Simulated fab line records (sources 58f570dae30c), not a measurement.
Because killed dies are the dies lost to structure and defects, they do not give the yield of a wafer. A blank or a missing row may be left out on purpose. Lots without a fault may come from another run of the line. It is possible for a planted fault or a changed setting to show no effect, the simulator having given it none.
The tool behind it: which one? || flow berkeley cmos170 || 11 lots with 33 wafers sampled at 5 steps, on a route of 331 steps

## WHAT EACH GAUGE READ, for each wafer
UCB170_NWELL_THK_MEAS_05. Usual: NWELL_NITRIDE_THK typically reads 224.1 nm, with standard deviation 2.1.
{"lot": "L318", "measured": "day 2 04:41", "on": "film metro-01", "NWELL_NITRIDE_THK (nm)": "221.9 224.7 223.3", "flag": ""}
{"lot": "L319", "measured": "day 2 13:52", "on": "film metro-02", "NWELL_NITRIDE_THK (nm)": "226.1 227.7 225.7", "flag": ""}
{"lot": "L320", "measured": "day 2 18:01", "on": "film metro-02", "NWELL_NITRIDE_THK (nm)": "224.2 225.4 225.5", "flag": ""}
{"lot": "L322", "measured": "day 3 01:01", "on": "film metro-01", "NWELL_NITRIDE_THK (nm)": "225.6 226.2 225.7", "flag": ""}
{"lot": "L327", "measured": "day 4 03:40", "on": "film metro-03", "NWELL_NITRIDE_THK (nm)": "252.9 251.5 253.6 252.4 251.7 253.6", "flag": "OFF"}
{"lot": "L328", "measured": "day 4 03:40", "on": "film metro-02", "NWELL_NITRIDE_THK (nm)": "250.9 254.5 255.1 250.6 254.3 254.9", "flag": "OFF"}
{"lot": "L331", "measured": "day 4 21:25", "on": "film metro-03", "NWELL_NITRIDE_THK (nm)": "225.7 222.1 223.0", "flag": ""}
{"lot": "L335", "measured": "day 5 22:55", "on": "film metro-02", "NWELL_NITRIDE_THK (nm)": "220.5 221.7 218.2", "flag": ""}
{"lot": "L336", "measured": "day 5 22:56", "on": "film metro-01", "NWELL_NITRIDE_THK (nm)": "222.4 225.4 224.2", "flag": ""}
{"lot": "L337", "measured": "day 6 09:26", "on": "film metro-02", "NWELL_NITRIDE_THK (nm)": "223.9 223.1 224.4", "flag": ""}
{"lot": "L338", "measured": "day 6 09:28", "on": "film metro-03", "NWELL_NITRIDE_THK (nm)": "218.4 218.9 219.5", "flag": ""}

UCB170_PWELL_OVL_MEAS_13. Usual: PWELL_OVL typically reads -4 nm, with standard deviation 6.3.
{"lot": "L318", "measured": "day 2 22:41", "on": "overlay-02", "PWELL_OVL (nm)": "0 -12 -9", "flag": ""}
{"lot": "L319", "measured": "day 3 13:15", "on": "overlay-01", "PWELL_OVL (nm)": "-5 -6 -2", "flag": ""}
{"lot": "L320", "measured": "day 3 13:14", "on": "overlay-02", "PWELL_OVL (nm)": "-11 -15 -8", "flag": ""}
{"lot": "L322", "measured": "day 3 20:22", "on": "overlay-01", "PWELL_OVL (nm)": "0 -6 -4", "flag": ""}
{"lot": "L331", "measured": "day 5 15:13", "on": "overlay-01", "PWELL_OVL (nm)": "-4 -10 -9", "flag": ""}
{"lot": "L335", "measured": "day 6 15:23", "on": "overlay-01", "PWELL_OVL (nm)": "-15 1 -2", "flag": ""}
{"lot": "L336", "measured": "day 6 15:12", "on": "overlay-01", "PWELL_OVL (nm)": "-1 -4 -6", "flag": ""}
{"lot": "L337", "measured": "day 7 05:32", "on": "overlay-02", "PWELL_OVL (nm)": "-1 -3 4", "flag": ""}
{"lot": "L338", "measured": "day 7 05:22", "on": "overlay-02", "PWELL_OVL (nm)": "-2 -3 1", "flag": ""}

UCB170_PFIELD_OVL_MEAS_06. Usual: PFIELD_OVL typically reads -1 nm, with standard deviation 4.8.
{"lot": "L318", "measured": "day 4 06:40", "on": "overlay-01", "PFIELD_OVL (nm)": "-4 -2 2", "flag": ""}
{"lot": "L319", "measured": "day 4 21:10", "on": "overlay-01", "PFIELD_OVL (nm)": "-4 -3 1", "flag": ""}
{"lot": "L320", "measured": "day 4 21:37", "on": "overlay-01", "PFIELD_OVL (nm)": "5 4 4", "flag": ""}
{"lot": "L322", "measured": "day 5 01:37", "on": "overlay-01", "PFIELD_OVL (nm)": "2 -6 -3", "flag": ""}
{"lot": "L331", "measured": "day 6 19:52", "on": "overlay-01", "PFIELD_OVL (nm)": "-8 -5 2", "flag": ""}
{"lot": "L335", "measured": "day 7 21:26", "on": "overlay-01", "PFIELD_OVL (nm)": "1 6 -4", "flag": ""}
{"lot": "L336", "measured": "day 7 20:55", "on": "overlay-02", "PFIELD_OVL (nm)": "-6 1 -3", "flag": ""}
{"lot": "L337", "measured": "day 8 21:39", "on": "overlay-02", "PFIELD_OVL (nm)": "-8 1 -7", "flag": ""}
{"lot": "L338", "measured": "day 8 21:51", "on": "overlay-02", "PFIELD_OVL (nm)": "-5 -2 6", "flag": ""}

## WHAT TOOL EACH LOT RAN ON (gives the tool, then ch and the chambers of the sampled wafers, and finally the start)
{"lot": "L318", "UCB170_NWELL_CVD_04": "lpcvd-01 ch 0, day 2 02:45", "UCB170_NWELL_ETCH_13": "rie diel-03 ch 0,1,2, day 2 05:44"}
{"lot": "L319", "UCB170_NWELL_CVD_04": "lpcvd-01 ch 0, day 2 11:55", "UCB170_NWELL_ETCH_13": "rie diel-01 ch 1,3, day 2 15:00"}
{"lot": "L320", "UCB170_NWELL_CVD_04": "lpcvd-01 ch 0, day 2 16:04", "UCB170_NWELL_ETCH_13": "rie diel-01 ch 0,3, day 2 19:04"}
{"lot": "L322", "UCB170_NWELL_CVD_04": "lpcvd-01 ch 1, day 2 23:05", "UCB170_NWELL_ETCH_13": "rie diel-03 ch 0,2,3, day 3 01:57"}
{"lot": "L327", "UCB170_NWELL_CVD_04": "lpcvd-01 ch 0, day 4 01:44", "UCB170_NWELL_ETCH_13": "rie diel-02 ch 0,1, day 4 07:28"}
{"lot": "L328", "UCB170_NWELL_CVD_04": "lpcvd-01 ch 1, day 4 01:44", "UCB170_NWELL_ETCH_13": "rie diel-03 ch 0,1,3, day 4 08:32"}
{"lot": "L331", "UCB170_NWELL_CVD_04": "lpcvd-02 ch 1, day 4 18:31", "UCB170_NWELL_ETCH_13": "rie diel-02 ch 0,2,3, day 4 22:55"}
{"lot": "L335", "UCB170_NWELL_CVD_04": "lpcvd-02 ch 1, day 5 20:59", "UCB170_NWELL_ETCH_13": "rie diel-03 ch 0,1, day 5 23:59"}
{"lot": "L336", "UCB170_NWELL_CVD_04": "lpcvd-02 ch 1, day 5 20:59", "UCB170_NWELL_ETCH_13": "rie diel-01 ch 0,1, day 6 00:16"}
{"lot": "L337", "UCB170_NWELL_CVD_04": "lpcvd-02 ch 0, day 6 07:31", "UCB170_NWELL_ETCH_13": "rie diel-03 ch 0,1,3, day 6 11:02"}
{"lot": "L338", "UCB170_NWELL_CVD_04": "lpcvd-02 ch 0, day 6 07:31", "UCB170_NWELL_ETCH_13": "rie diel-02 ch 2,3, day 6 11:27"}
- UCB170_NWELL_CVD_04: deposits Si3N4 from SiH2Cl2/NH3, target thk 224 nm, time 3360 s.
- UCB170_NWELL_ETCH_13: etches Si3N4 in CH3F/Ar/O2, stops on SiO2, target depth 246.4 nm, time 154 s.

## WHAT THE TOOLS THEMSELVES READ (means of the sampled wafers that have a number; where no wafer has one, the mark that the record gives instead)
UCB170_NWELL_CVD_04. Usual: sih2cl2 flow sccm 25.01 sccm, standard deviation 0.083; zone power centre pct 37.4 %, standard deviation 3.
{"lot": "L318", "tool": "lpcvd-01", "sih2cl2 flow sccm (sccm)": 24.91, "zone power centre pct (%)": 33.9, "flag": ""}
{"lot": "L319", "tool": "lpcvd-01", "sih2cl2 flow sccm (sccm)": 25.09, "zone power centre pct (%)": 34.0, "flag": ""}
{"lot": "L320", "tool": "lpcvd-01", "sih2cl2 flow sccm (sccm)": 24.95, "zone power centre pct (%)": 34.5, "flag": ""}
{"lot": "L322", "tool": "lpcvd-01", "sih2cl2 flow sccm (sccm)": 24.98, "zone power centre pct (%)": 39.3, "flag": ""}
{"lot": "L327", "tool": "lpcvd-01", "sih2cl2 flow sccm (sccm)": 37.56, "zone power centre pct (%)": 34.1, "flag": "OFF"}
{"lot": "L328", "tool": "lpcvd-01", "sih2cl2 flow sccm (sccm)": 37.46, "zone power centre pct (%)": 39.8, "flag": "OFF"}
{"lot": "L331", "tool": "lpcvd-02", "sih2cl2 flow sccm (sccm)": 25.15, "zone power centre pct (%)": 35.2, "flag": ""}
{"lot": "L335", "tool": "lpcvd-02", "sih2cl2 flow sccm (sccm)": 25.02, "zone power centre pct (%)": 35.3, "flag": ""}
{"lot": "L336", "tool": "lpcvd-02", "sih2cl2 flow sccm (sccm)": 24.95, "zone power centre pct (%)": 35.4, "flag": ""}
{"lot": "L337", "tool": "lpcvd-02", "sih2cl2 flow sccm (sccm)": 25.01, "zone power centre pct (%)": 40.8, "flag": ""}
{"lot": "L338", "tool": "lpcvd-02", "sih2cl2 flow sccm (sccm)": 24.99, "zone power centre pct (%)": 40.7, "flag": ""}

UCB170_NWELL_ETCH_13. Usual: drypump motor current A 5.3 A, standard deviation 0.42; oes product au 0.937 a.u., standard deviation 0.017; throttle valve pct 8.07 %, standard deviation 0.11.
{"lot": "L318", "tool": "rie diel-03", "drypump motor current A (A)": 5.1, "oes product au (a.u.)": 0.925, "throttle valve pct (%)": 8.04, "flag": ""}
{"lot": "L319", "tool": "rie diel-01", "drypump motor current A (A)": 5.2, "oes product au (a.u.)": 0.959, "throttle valve pct (%)": 8.10, "flag": ""}
{"lot": "L320", "tool": "rie diel-01", "drypump motor current A (A)": 5.4, "oes product au (a.u.)": 0.953, "throttle valve pct (%)": 8.07, "flag": ""}
{"lot": "L322", "tool": "rie diel-03", "drypump motor current A (A)": 5.5, "oes product au (a.u.)": 0.948, "throttle valve pct (%)": 8.14, "flag": ""}
{"lot": "L327", "tool": "rie diel-02", "drypump motor current A (A)": 5.0, "oes product au (a.u.)": 0.985, "throttle valve pct (%)": 8.13, "flag": ""}
{"lot": "L328", "tool": "rie diel-03", "drypump motor current A (A)": 5.3, "oes product au (a.u.)": 0.985, "throttle valve pct (%)": 8.02, "flag": ""}
{"lot": "L331", "tool": "rie diel-02", "drypump motor current A (A)": 5.6, "oes product au (a.u.)": 0.921, "throttle valve pct (%)": 8.17, "flag": ""}
{"lot": "L335", "tool": "rie diel-03", "drypump motor current A (A)": 4.9, "oes product au (a.u.)": 0.906, "throttle valve pct (%)": 7.92, "flag": ""}
{"lot": "L336", "tool": "rie diel-01", "drypump motor current A (A)": 5.1, "oes product au (a.u.)": 0.940, "throttle valve pct (%)": 8.07, "flag": ""}
{"lot": "L337", "tool": "rie diel-03", "drypump motor current A (A)": 5.3, "oes product au (a.u.)": 0.926, "throttle valve pct (%)": 8.02, "flag": ""}
{"lot": "L338", "tool": "rie diel-02", "drypump motor current A (A)": 6.0, "oes product au (a.u.)": 0.927, "throttle valve pct (%)": 8.17, "flag": ""}

## THE ANSWER, worked out from the rows above alone
Rule: a lot counts as off when the mean over its wafers that have a number is more than 3 standard deviations away from the usual mean. Also off: a lot with no number at a reading for which 4 or more lots have one. The other lots that the step has rows for count as sound. Order of review: gauges by route order, followed by the tools' own readings, for which a lot's mean as printed above is used. At the first step where some lot is off, the reading lying furthest off is the one used; lots without a number count as furthest.
Off: L327, L328, at UCB170_NWELL_THK_MEAS_05 (NWELL_NITRIDE_THK).
A tool fits if, at a process step before that reading, it ran every lot that is off, and no sound lot after the first of them. The gauges at UCB170_NWELL_THK_MEAS_05 aren't tried: what is off there is off at UCB170_NWELL_CVD_04 too, on other tools, and a gauge's error can't cause that. One candidate fits, namely lpcvd-01 at UCB170_NWELL_CVD_04. A fault onset in the window from L322 (day 2 23:05, its last sound lot) to L327 (day 4 01:44, its first lot off) fits.
On the lots that are off, the tool's own readings at UCB170_NWELL_CVD_04 differ by more than 5 times the standard deviation of the sound lots' means, which bears it out; sih2cl2 flow sccm reads 37.51 sccm there versus 25.01 sccm on the sound lots.

## WHAT THE SIMULATOR PUT IN
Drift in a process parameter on lpcvd-01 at UCB170_NWELL_CVD_04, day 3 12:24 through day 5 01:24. The setting sih2cl2 flow sccm was moved by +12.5, starting from 25. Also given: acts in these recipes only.
Lots struck among those shown: L327, L328. The rule above reached the same finding.
